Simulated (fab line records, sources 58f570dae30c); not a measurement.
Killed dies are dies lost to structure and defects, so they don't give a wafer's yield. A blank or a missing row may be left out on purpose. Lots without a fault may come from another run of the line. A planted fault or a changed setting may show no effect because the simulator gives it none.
Problem report in the 8D (eight disciplines) form, filled by code | flow berkeley_cmos170 | the parts of the form that need people (team, actions taken, sign-off) are left out

1. THE PROBLEM
oes_product_au at UCB170_V2_ETCH_14 reads a mean of 0.801 a.u. on 1 wafer of 1 lot; wafers without a fault read 0.876 a.u. with a standard deviation of 0.015. That is -5.0 standard deviations from the usual mean.
The step: etches SiO2 in CHF3/CF4/Ar, stops on Al, target depth 1250 nm, time 291 s.
First seen on wafer L609.2, day 12 22:18, on rie_diel-04. The record holds 15 wafers of 5 lots with a number at this step. Rule for "out", or "out of limits": more than 4 standard deviations from the usual mean. The other wafers with a number count as sound.

2. WHAT IT IS AND WHAT IT IS NOT
question                    | is                | is not
which readings at this step | oes_product_au    | drypump_motor_current_A, throttle_valve_pct
which lots                  | L609              | L591, L594, L607, L614
which wafers of those lots  | L609.2            | L609.3, L609.5
read on which tools         | rie_diel-04       | rie_diel-01
when                        | from day 12 22:18 | up to then (11 sound wafers); but 3 sound wafers of L614 came after

3. SUSPECTS, AND WHAT RULES EACH OUT
Counting: a tool at a process step up to the reading stays a suspect if it ran every lot that is out. Sound lots after the first of them don't rule it out here, since some wafers of a struck lot are sound.
- cmp-02 at UCB170_V2_CMP_02 (polishes SiO2): kept. It ran the lot that is out, L609 (day 12 19:43); its last sound lot up to then is L607 (day 12 09:37).
- rie_diel-04 at UCB170_V2_ETCH_14 (etches SiO2 in CHF3/CF4/Ar, stops on Al, target depth 1250 nm, time 291 s): kept. It ran the lot that is out, L609 (day 12 22:18); its last sound lot up to then is L591 (day 9 13:29). Its own readings are out on those wafers: oes_product_au.
- Within cmp-02 at UCB170_V2_CMP_02: the wafers that are out ran in chamber 3; their sound lot-mates ran in chambers 0, 1.
- Within rie_diel-04 at UCB170_V2_ETCH_14: the wafers that are out ran in chamber 0; their sound lot-mates ran in chambers 1, 3.
Left after counting: cmp-02 at UCB170_V2_CMP_02, rie_diel-04 at UCB170_V2_ETCH_14.

4. THE CAUSE (what the simulator had put in)
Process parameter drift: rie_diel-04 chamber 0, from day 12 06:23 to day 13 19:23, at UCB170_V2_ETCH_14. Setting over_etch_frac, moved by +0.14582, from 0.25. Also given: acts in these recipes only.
Counting left 2 suspects, and this tool is among them.

5. THE CHAIN OF EFFECTS, in route order
Each row: a reading whose mean over the struck wafers that have a number lies more than 3 standard deviations from the usual. Only readings for which the record gives a usual standard deviation are gone through. hours: the time from each lot's start at the first step in this table that gives one to its start at this step, as a median over the lots. sigmas: the change in usual standard deviations.
hours | step               | reading                  | usual      | on struck wafers | change | sigmas
0     | UCB170_V2_ETCH_14  | oes_product_au           | 0.876 a.u. | 0.801            | -0.075 | -5.0
0     | UCB170_V2_STRIP_15 | strip_time_to_endpoint_s | 15.31 s    | 14.62            | -0.69  | -7.3
The process steps in it:
- UCB170_V2_ETCH_14: etches SiO2 in CHF3/CF4/Ar, stops on Al, target depth 1250 nm, time 291 s.
- UCB170_V2_STRIP_15: strips in O2.
Later measuring or inspecting steps at which every struck wafer that the step has a row for has a number for every such reading, and none has moved that far: UCB170_V2_CD_MEAS_90.

6. WHAT WOULD HAVE CAUGHT IT SOONER
In this record the first reading out of limits was taken at day 12 22:18, 16 hours after the fault began at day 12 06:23.
